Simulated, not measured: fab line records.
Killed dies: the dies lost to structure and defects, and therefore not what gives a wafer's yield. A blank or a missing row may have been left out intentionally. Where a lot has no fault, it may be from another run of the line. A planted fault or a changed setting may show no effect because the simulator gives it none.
Which tool did it? || flow rit cmos || Sampling: 14 lots, 42 wafers, 5 of 202 route steps

WHAT THE GAUGES SHOWED, per wafer
RIT_GATE_CD_MEAS_16 targets a cd of 150 nm.
{"lot": "L647", "measured": "day 2 13:15", "on": "cd sem-01", "cd nm (nm)": "149.7 155.7 152.7"}
{"lot": "L655", "measured": "day 4 03:34", "on": "cd sem-01", "cd nm (nm)": "146.9 146.2 145.2"}
{"lot": "L656", "measured": "day 4 09:29", "on": "cd sem-02", "cd nm (nm)": "145.5 147.6 149.3"}
{"lot": "L658", "measured": "day 4 23:14", "on": "cd sem-01", "cd nm (nm)": "152.0 153.3 153.8"}
{"lot": "L659", "measured": "day 5 03:41", "on": "cd sem-01", "cd nm (nm)": "153.0 150.5 149.5"}
{"lot": "L660", "measured": "day 5 09:52", "on": "cd sem-02", "cd nm (nm)": "150.8 150.4 149.4"}
{"lot": "L661", "measured": "day 5 11:31", "on": "cd sem-02", "cd nm (nm)": "152.8 152.3 152.1"}
{"lot": "L663", "measured": "day 5 21:55", "on": "cd sem-02", "cd nm (nm)": "146.8 145.2 146.0"}
{"lot": "L665", "measured": "day 6 06:11", "on": "cd sem-02", "cd nm (nm)": "146.6 149.3 146.7"}
{"lot": "L666", "measured": "day 6 12:20", "on": "cd sem-01", "cd nm (nm)": "153.0 153.3 152.8"}
{"lot": "L667", "measured": "day 6 15:47", "on": "cd sem-02", "cd nm (nm)": "149.1 150.2 151.4"}
{"lot": "L668", "measured": "day 6 22:17", "on": "cd sem-01", "cd nm (nm)": "151.2 152.5 151.9"}
{"lot": "L669", "measured": "day 7 02:21", "on": "cd sem-01", "cd nm (nm)": "149.5 147.5 148.3"}
{"lot": "L670", "measured": "day 7 08:02", "on": "cd sem-01", "cd nm (nm)": "149.2 147.1 153.0"}

RIT_NSD_TW_MEAS_10.
{"lot": "L647", "measured": "day 3 02:32", "on": "film metro-03", "NSD_TW": "3132 3133 3135"}
{"lot": "L655", "measured": "day 4 14:38", "on": "film metro-03", "NSD_TW": "30 30 30 30 30 30"}
{"lot": "L656", "measured": "day 4 20:12", "on": "film metro-02", "NSD_TW": "30 30 30 30 30 30"}
{"lot": "L658", "measured": "day 5 12:16", "on": "film metro-03", "NSD_TW": "3115 3107 3093"}
{"lot": "L659", "measured": "day 5 15:10", "on": "film metro-02", "NSD_TW": "3071 3100 3073"}
{"lot": "L660", "measured": "day 5 20:41", "on": "film metro-02", "NSD_TW": "3079 3085 3071"}
{"lot": "L661", "measured": "day 5 22:46", "on": "film metro-02", "NSD_TW": "3097 3082 3071"}
{"lot": "L663", "measured": "day 6 08:40", "on": "film metro-02", "NSD_TW": "3105 3085 3105"}
{"lot": "L665", "measured": "day 6 17:08", "on": "film metro-01", "NSD_TW": "3133 3125 3127"}
{"lot": "L666", "measured": "day 6 23:26", "on": "film metro-03", "NSD_TW": "3096 3099 3108"}
{"lot": "L667", "measured": "day 7 02:25", "on": "film metro-02", "NSD_TW": "3078 3107 3110"}
{"lot": "L668", "measured": "day 7 10:04", "on": "film metro-01", "NSD_TW": "3135 3130 3126"}
{"lot": "L669", "measured": "day 7 12:55", "on": "film metro-03", "NSD_TW": "3124 3124 3121"}
{"lot": "L670", "measured": "day 7 18:48", "on": "film metro-02", "NSD_TW": "3112 3109 3104"}

RIT_PSD_TW_MEAS_10.
{"lot": "L647", "measured": "day 3 04:02", "on": "film metro-03", "PSD_TW": "3423 3465 3439"}
{"lot": "L658", "measured": "day 5 13:41", "on": "film metro-02", "PSD_TW": "3395 3386 3389"}
{"lot": "L659", "measured": "day 5 16:41", "on": "film metro-02", "PSD_TW": "3402 3382 3392"}
{"lot": "L660", "measured": "day 5 22:22", "on": "film metro-01", "PSD_TW": "3460 3461 3465"}
{"lot": "L661", "measured": "day 6 00:25", "on": "film metro-03", "PSD_TW": "3409 3406 3401"}
{"lot": "L663", "measured": "day 6 10:13", "on": "film metro-02", "PSD_TW": "3391 3413 3395"}
{"lot": "L665", "measured": "day 6 18:34", "on": "film metro-02", "PSD_TW": "3424 3416 3405"}
{"lot": "L666", "measured": "day 7 00:58", "on": "film metro-01", "PSD_TW": "3436 3444 3454"}
{"lot": "L667", "measured": "day 7 03:50", "on": "film metro-02", "PSD_TW": "3418 3404 3404"}
{"lot": "L668", "measured": "day 7 11:29", "on": "film metro-03", "PSD_TW": "3439 3454 3453"}
{"lot": "L669", "measured": "day 7 14:20", "on": "film metro-03", "PSD_TW": "3447 3431 3436"}
{"lot": "L670", "measured": "day 7 20:21", "on": "film metro-02", "PSD_TW": "3401 3414 3410"}

RIT_M1_OVL_MEAS_10.
{"lot": "L647", "measured": "day 3 09:22", "on": "overlay-02", "M1_OVL (nm)": "0.4 0.3 -0.7"}
{"lot": "L658", "measured": "day 5 19:26", "on": "overlay-02", "M1_OVL (nm)": "0.8 0.1 0.1"}
{"lot": "L659", "measured": "day 5 22:08", "on": "overlay-01", "M1_OVL (nm)": "0.6 0.4 0.3"}
{"lot": "L660", "measured": "day 6 03:53", "on": "overlay-02", "M1_OVL (nm)": "-0.5 0.4 -1.1"}
{"lot": "L661", "measured": "day 6 05:37", "on": "overlay-02", "M1_OVL (nm)": "0.4 -1.5 -1.3"}
{"lot": "L663", "measured": "day 6 15:32", "on": "overlay-01", "M1_OVL (nm)": "-2.0 -1.6 -2.8"}
{"lot": "L665", "measured": "day 7 00:30", "on": "overlay-01", "M1_OVL (nm)": "-0.6 -0.6 -0.5"}
{"lot": "L666", "measured": "day 7 06:29", "on": "overlay-01", "M1_OVL (nm)": "-1.0 0.3 -1.3"}
{"lot": "L667", "measured": "day 7 09:40", "on": "overlay-01", "M1_OVL (nm)": "-3.1 -2.4 -1.7"}
{"lot": "L668", "measured": "day 7 16:47", "on": "overlay-02", "M1_OVL (nm)": "-2.7 -1.4 -2.7"}
{"lot": "L669", "measured": "day 7 19:44", "on": "overlay-02", "M1_OVL (nm)": "1.3 0.3 1.1"}
{"lot": "L670", "measured": "day 8 01:43", "on": "overlay-01", "M1_OVL (nm)": "-1.3 -0.9 -1.2"}

TOOL THAT RAN EACH LOT (tool first, then ch and the chambers of the sampled wafers, then the start)
{"lot": "L647", "RIT_NSD_IMPLANT_08": "implanter-03 ch 0, day 3 02:14"}
{"lot": "L655", "RIT_NSD_IMPLANT_08": "implanter-03, day 4 14:19"}
{"lot": "L656", "RIT_NSD_IMPLANT_08": "implanter-01, day 4 19:53"}
{"lot": "L658", "RIT_NSD_IMPLANT_08": "implanter-03 ch 0, day 5 11:58"}
{"lot": "L659", "RIT_NSD_IMPLANT_08": "implanter-03 ch 0, day 5 14:50"}
{"lot": "L660", "RIT_NSD_IMPLANT_08": "implanter-03 ch 0, day 5 20:22"}
{"lot": "L661", "RIT_NSD_IMPLANT_08": "implanter-03 ch 0, day 5 22:28"}
{"lot": "L663", "RIT_NSD_IMPLANT_08": "implanter-04 ch 0, day 6 08:21"}
{"lot": "L665", "RIT_NSD_IMPLANT_08": "implanter-04 ch 0, day 6 16:49"}
{"lot": "L666", "RIT_NSD_IMPLANT_08": "implanter-01 ch 0, day 6 23:07"}
{"lot": "L667", "RIT_NSD_IMPLANT_08": "implanter-01 ch 0, day 7 02:06"}
{"lot": "L668", "RIT_NSD_IMPLANT_08": "implanter-01 ch 0, day 7 09:45"}
{"lot": "L669", "RIT_NSD_IMPLANT_08": "implanter-04 ch 0, day 7 12:36"}
{"lot": "L670", "RIT_NSD_IMPLANT_08": "implanter-04 ch 0, day 7 18:29"}
- RIT_NSD_IMPLANT_08

AS READ BY THE TOOLS THEMSELVES (means over the sampled wafers that have a number; for cases with no such wafer, the mark the record gives instead)
RIT_NSD_IMPLANT_08.
{"lot": "L647", "tool": "implanter-03", "beam energy keV": 24.998, "beam on s (s)": 9.93}
{"lot": "L655", "tool": "implanter-03", "beam energy keV": "-", "beam on s (s)": "-"}
{"lot": "L656", "tool": "implanter-01", "beam energy keV": "-", "beam on s (s)": "-"}
{"lot": "L658", "tool": "implanter-03", "beam energy keV": 25.013, "beam on s (s)": 10.20}
{"lot": "L659", "tool": "implanter-03", "beam energy keV": 24.994, "beam on s (s)": 9.94}
{"lot": "L660", "tool": "implanter-03", "beam energy keV": 24.982, "beam on s (s)": 9.94}
{"lot": "L661", "tool": "implanter-03", "beam energy keV": 25.001, "beam on s (s)": 9.95}
{"lot": "L663", "tool": "implanter-04", "beam energy keV": 25.000, "beam on s (s)": 10.12}
{"lot": "L665", "tool": "implanter-04", "beam energy keV": 24.992, "beam on s (s)": 10.28}
{"lot": "L666", "tool": "implanter-01", "beam energy keV": 24.988, "beam on s (s)": 9.94}
{"lot": "L667", "tool": "implanter-01", "beam energy keV": 25.004, "beam on s (s)": 10.02}
{"lot": "L668", "tool": "implanter-01", "beam energy keV": 25.015, "beam on s (s)": 10.04}
{"lot": "L669", "tool": "implanter-04", "beam energy keV": 24.998, "beam on s (s)": 10.09}
{"lot": "L670", "tool": "implanter-04", "beam energy keV": 24.996, "beam on s (s)": 9.96}

THE ANSWER, worked out from the rows above alone
Rule: the usual values come from the lots themselves. The widest of any qualifying gaps counts: lots, ordered by their means at a reading, are off when they make up no more than a third of the lots, leave a main group of 4 or more, and stand apart from it by 3 or more times the standard deviation of that group's means. A main group whose means are all the same, to the digits that the tables above print for the reading, isn't used. Also off: a lot with no number at a reading for which 4 or more lots have one. The other lots that the step has rows for count as sound. First the gauges in route order, then the tools' own readings, where a lot's mean is used as printed above. The first step at which some lot is off is used, and at that step the reading that is off furthest; a lot without a number counts as furthest.
Off: L655, L656, seen at RIT_NSD_TW_MEAS_10 (NSD_TW). Main group: mean 3106, sd 19.
A tool fits if, at a process step before that reading, it ran every lot that is off, and no sound lot after the first of them. The gauges at RIT_NSD_TW_MEAS_10 aren't tried: what is off there is off at RIT_NSD_IMPLANT_08 too, on other tools, and a gauge's error can't cause that. Of those tried, none fits.

WHAT THE SIMULATOR PUT IN
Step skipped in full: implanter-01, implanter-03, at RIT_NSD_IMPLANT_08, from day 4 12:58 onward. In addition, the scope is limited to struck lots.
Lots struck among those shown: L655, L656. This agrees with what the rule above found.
